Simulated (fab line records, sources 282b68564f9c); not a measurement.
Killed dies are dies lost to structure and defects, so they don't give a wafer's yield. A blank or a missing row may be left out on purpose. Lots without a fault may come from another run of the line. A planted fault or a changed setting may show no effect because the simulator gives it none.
Which tool did it? | flow rit_cmos | 13 lots, 39 wafers sampled, at 1 step of a route of 202

WHAT THE GAUGES READ, wafer by wafer
RIT_GATE_OVL_MEAS_17.
lot  | measured    | on         | GATE_OVL (nm)
L227 | day 2 16:11 | overlay-02 | -1.9 -1.9 1.4
L228 | day 2 21:50 | overlay-02 | 1.7 1.4 0.9
L230 | day 3 12:10 | overlay-01 | 1.8 1.8 4.1
L232 | day 3 21:08 | overlay-02 | -0.7 -0.8 1.2
L233 | day 3 23:56 | overlay-01 | -0.8 -1.0 -2.6
L235 | day 4 10:40 | overlay-02 | -1.1 -0.1 -1.3
L236 | day 4 14:28 | overlay-02 | -2.7 -1.7 -1.9
L239 | day 5 05:11 | overlay-02 | -1.9 -1.8 -2.4
L241 | day 5 11:40 | overlay-01 | -0.3 -1.4 -0.7
L247 | day 6 21:20 | overlay-01 | -2.3 0.8 -2.5
L248 | day 7 02:33 | overlay-02 | 1.7 3.1 3.5
L249 | day 7 10:43 | overlay-02 | 0.1 2.0 0.4
L250 | day 7 12:23 | overlay-01 | 0.1 1.0 1.0

WHICH TOOL RAN EACH LOT (tool, then ch and the chambers of the sampled wafers, then the start)
The record holds no process step before these readings.

WHAT THE TOOLS THEMSELVES READ (means of the sampled wafers that have a number; where no wafer has one, the mark that the record gives instead)
The record holds no such reading with a usual standard deviation.

THE ANSWER, worked out from the rows above alone
Rule: what is usual is taken from the lots themselves. Put in order of their means at a reading, lots are off if they are a third of the lots or fewer, leave a main group of 4 or more, and stand apart from it by a gap of 3 or more times the standard deviation of the main group's means; of several such gaps the widest counts. A main group whose means are all the same, to the digits that the tables above print for the reading, isn't used. A lot without any number at a reading at which 4 lots or more have one is off too. The other lots that the step has rows for count as sound. The gauges are gone through in route order, then the tools' own readings, and for those a lot's mean is taken as printed above. The first step at which some lot is off is used, and at that step the reading that is off furthest; a lot without a number counts as furthest.
No lot is off at any reading shown: from this, nothing can be told.

WHAT THE SIMULATOR HAD PUT IN
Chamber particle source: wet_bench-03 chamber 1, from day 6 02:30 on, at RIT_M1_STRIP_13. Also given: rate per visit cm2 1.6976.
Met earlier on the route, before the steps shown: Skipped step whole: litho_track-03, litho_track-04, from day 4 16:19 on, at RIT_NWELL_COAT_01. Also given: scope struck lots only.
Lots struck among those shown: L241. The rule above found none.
